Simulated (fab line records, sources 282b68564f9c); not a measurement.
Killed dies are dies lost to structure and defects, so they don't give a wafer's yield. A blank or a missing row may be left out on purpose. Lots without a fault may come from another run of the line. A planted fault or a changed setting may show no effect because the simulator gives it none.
Tool commonality check | flow rit_cmos | 14 lots, 42 wafers sampled

WHY IT WAS OPENED
At RIT_WELLDRIVE_RS_MEAS_02 the reading PWELL_RS is flagged on 2 of 14 lots. Wafers without a fault read 429.0 ohm/sq, standard deviation 1.2.
Rule: a lot is flagged when every wafer of it that has a number lies more than 4 standard deviations from that mean, or none has a number. The other lots count as sound.

lot  | measured    | on            | PWELL_RS (ohm/sq), wafer by wafer | flag
L796 | day 2 04:11 | film_metro-04 | 428.8 429.0 428.8                 |
L797 | day 2 09:22 | film_metro-04 | 427.5 430.8 429.3                 |
L798 | day 2 14:43 | film_metro-01 | 428.0 429.0 428.6                 |
L799 | day 2 20:05 | film_metro-01 | 430.6 430.1 429.5                 |
L800 | day 3 00:17 | film_metro-02 | 427.8 430.7 430.6                 |
L801 | day 3 05:07 | film_metro-01 | 427.5 429.7 429.9                 |
L802 | day 3 09:49 | film_metro-01 | 430.6 430.0 430.7                 |
L807 | day 4 11:38 | film_metro-01 | 422.9 422.1 421.1                 | FLAGGED
L809 | day 4 21:57 | film_metro-02 | 422.7 422.5 421.8                 | FLAGGED
L813 | day 5 19:01 | film_metro-01 | 428.8 428.8 429.1                 |
L816 | day 6 09:17 | film_metro-01 | 429.2 430.3 430.0                 |
L817 | day 6 13:40 | film_metro-01 | 429.1 428.2 428.3                 |
L818 | day 6 18:55 | film_metro-01 | 431.1 429.3 429.0                 |
L819 | day 7 00:22 | film_metro-01 | 426.6 428.1 429.2                 |
The numbers of the flagged lots are 422.2 ohm/sq on average: -6.8 ohm/sq against the usual, or -6 standard deviations.

WHICH TOOL RAN EACH LOT
The record holds 1 process step before the reading, out of a route of 202 steps. In each cell: the tool, then ch and the chambers that the sampled wafers went through, then the start.
lot  | flag    | RIT_PWELL_IMPLANT_08
L796 |         | implanter-04 ch 0, day 1 22:36
L797 |         | implanter-04 ch 0, day 2 03:47
L798 |         | implanter-03 ch 0, day 2 09:07
L799 |         | implanter-01 ch 0, day 2 14:31
L800 |         | implanter-01 ch 0, day 2 18:42
L801 |         | implanter-03 ch 0, day 2 23:32
L802 |         | implanter-04 ch 0, day 3 04:14
L807 | FLAGGED | implanter-04 ch 0, day 4 05:28
L809 | FLAGGED | implanter-04 ch 0, day 4 15:43
L813 |         | implanter-01 ch 0, day 5 13:12
L816 |         | implanter-03 ch 0, day 6 03:19
L817 |         | implanter-01 ch 0, day 6 08:05
L818 |         | implanter-03 ch 0, day 6 13:20
L819 |         | implanter-01 ch 0, day 6 18:47
What these steps do:
- RIT_PWELL_IMPLANT_08
- RIT_WELLDRIVE_RS_MEAS_02: measures by four-point-probe.

FLAGGED OVER TOTAL, TOOL BY TOOL (the gauges that took the reading come last)
step                     | tool          | lots run | flagged | share of the flagged lots | sound lots run after its first flagged lot
RIT_PWELL_IMPLANT_08     | implanter-01  | 5        | 0       | none                      | -
RIT_PWELL_IMPLANT_08     | implanter-03  | 4        | 0       | none                      | -
RIT_PWELL_IMPLANT_08     | implanter-04  | 5        | 2       | all                       | 0
RIT_WELLDRIVE_RS_MEAS_02 | film_metro-01 | 10       | 1       | some                      | 5 (L813,L816,L817,L818,L819)
RIT_WELLDRIVE_RS_MEAS_02 | film_metro-02 | 2        | 1       | some                      | 0
RIT_WELLDRIVE_RS_MEAS_02 | film_metro-04 | 2        | 0       | none                      | -

WHAT THE TABLE ALLOWS
1 row of the table ran every flagged lot: implanter-04 at RIT_PWELL_IMPLANT_08.
- implanter-04 at RIT_PWELL_IMPLANT_08: 2 of its 5 lots flagged. Its last sound lot is L802 (day 3 04:14), its first flagged lot L807 (day 4 05:28): a fault that began between those two fits. Its own readings lie more than 4 standard deviations out on every wafer of the flagged lots: beam_energy_keV.
One tool is left: implanter-04 at RIT_PWELL_IMPLANT_08.

WHAT THE SIMULATOR HAD PUT IN
Process parameter drift: implanter-04, from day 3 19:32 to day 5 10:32, at RIT_PWELL_IMPLANT_08. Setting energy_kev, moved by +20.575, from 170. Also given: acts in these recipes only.
Lots struck among those shown: L807, L809. The rule above found the same.
